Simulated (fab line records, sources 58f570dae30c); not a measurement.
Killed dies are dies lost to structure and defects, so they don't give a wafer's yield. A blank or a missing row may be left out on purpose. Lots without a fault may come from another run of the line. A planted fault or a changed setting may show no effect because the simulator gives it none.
Split-lot experiment | flow berkeley_cmos170 | 5 lots, 23 wafers read, on a route of 331 steps

THE SPLIT
At UCB170_V1_ETCH_14 (etches SiO2 in CHF3/CF4/Ar, stops on Al, target depth 1250 nm, time 291 s), the setting time_s was moved away from the recipe's 291 s on 9 of the 23 wafers read, by -6.9% to +13.8%. The other wafers ran this setting at the recipe's value.

The reading is taken at the split's own step.

THE READING
KrF_of_V1_COAT_07.thk_nm (the simulator's own value, which no gauge read), in nm, at UCB170_V1_ETCH_14 (etches SiO2 in CHF3/CF4/Ar, stops on Al, target depth 1250 nm, time 291 s). The file gives no usual value for it. The 14 wafers here that ran the recipe average 611.6 nm, standard deviation 3.2 nm.

wafer  | tool, chamber at the split | time_s as run, s | against the recipe | KrF_of_V1_COAT_07.thk_nm, nm | against lot-mates on the recipe
L076.2 | rie_diel-01, 1             | 291              | recipe             | 615.2                        | -
L076.3 | rie_diel-01, 2             | 291              | recipe             | 616                          | -
L076.4 | rie_diel-01, 0             | 291              | recipe             | 611.3                        | -
L076.5 | rie_diel-01, 1             | 291              | recipe             | 617.1                        | -
L076.6 | rie_diel-01, 0             | 291              | recipe             | 611.6                        | -
L075.1 | rie_diel-01, 2             | 308.4            | +6.0%              | 588.7                        | -21.6
L075.2 | rie_diel-01, 3             | 308.4            | +6.0%              | 586.5                        | -23.9
L075.3 | rie_diel-01, 1             | 308.4            | +6.0%              | 589.4                        | -21.0
L075.4 | rie_diel-01, 0             | 291              | recipe             | 611.5                        | -
L075.6 | rie_diel-01, 1             | 291              | recipe             | 609.2                        | -
L074.1 | rie_diel-02, 1             | 331.1            | +13.8%             | 575.6                        | -32.3
L074.2 | rie_diel-02, 0             | 291              | recipe             | 607.6                        | -
L074.3 | rie_diel-02, 3             | 331.1            | +13.8%             | 573.2                        | -34.7
L074.4 | rie_diel-02, 0             | 291              | recipe             | 608.2                        | -
L074.5 | rie_diel-02, 1             | 331.1            | +13.8%             | 571.8                        | -36.1
L083.1 | rie_diel-03, 1             | 270.9            | -6.9%              | 626.7                        | +14.7
L083.2 | rie_diel-03, 0             | 291              | recipe             | 614.1                        | -
L083.3 | rie_diel-03, 2             | 270.9            | -6.9%              | 622.4                        | +10.4
L083.4 | rie_diel-03, 1             | 291              | recipe             | 610                          | -
L083.6 | rie_diel-03, 2             | 270.9            | -6.9%              | 627                          | +15.0
L082.1 | rie_diel-02, 0             | 291              | recipe             | 606.1                        | -
L082.3 | rie_diel-02, 2             | 291              | recipe             | 610.7                        | -
L082.4 | rie_diel-02, 1             | 291              | recipe             | 613.6                        | -

THE FIT
A straight line over all 23 wafers: KrF_of_V1_COAT_07.thk_nm changes by -2.7 nm for each +1% of time_s; r = -0.97; the points scatter about the line by 4 nm.
The same after taking each lot's own level away (the mean of its wafers on the recipe; 23 wafers): -2.48 nm for each +1%; r = -0.97; scatter 3.4 nm.
On that fit, the largest move of time_s shifts the reading by 34 nm.
The lots' own levels span 607.90 to 614.24 nm, that is 2.0 times the standard deviation above.
So the lot-to-lot level changes the slope little: the two slopes agree.
Check: with one of the wafers moved furthest among these (+13.8%) left out of the fit, the line predicts -36.8 nm for it against its lot-mates. It came out at -32.3 nm against them.

OTHER SPLITS ON THESE WAFERS
These wafers also went through other splits before the reading. Each is held against what the fit with the lots' levels taken away leaves over:
other split on the same wafers      | wafers away from the commonest value | r with KrF_of_V1_COAT_07.thk_nm (lot level and that fit taken away)
UCB170_PSD_PEB_04 peb_temp_c        | 10                                   | -0.06
UCB170_NSD_PEB_04 peb_temp_c        | 10                                   | -0.02
UCB170_SILICIDE_SPUTTER_01 time_s   | 11                                   | +0.22
UCB170_CONTACT_ETCH_18 rf_w         | 10                                   | -0.27
UCB170_M1_PEB_07 peb_temp_c         | 11                                   | +0.00
UCB170_V1_CMP_02 leave_above_ref_nm | 5                                    | -0.04

THE WHOLE CHAIN: every reading that the file lists as answering this split, in the file's order
step               | what it does                                                              | reading                                                                   | change (the file's fit)              | r (the file's)
UCB170_V1_ETCH_14  | etches SiO2 in CHF3/CF4/Ar, stops on Al, target depth 1250 nm, time 291 s | KrF_of_V1_COAT_07.thk_nm (the simulator's own value, which no gauge read) | -2.56 nm for each +1% of the setting | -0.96
UCB170_V1_STRIP_15 | strips in O2                                                              | strip_time_to_endpoint_s                                                  | withheld for each +1% of the setting | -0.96

THE FILE'S OWN FIT
KrF_of_V1_COAT_07.thk_nm changes by -2.56 nm for each +1% of time_s, r = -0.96.
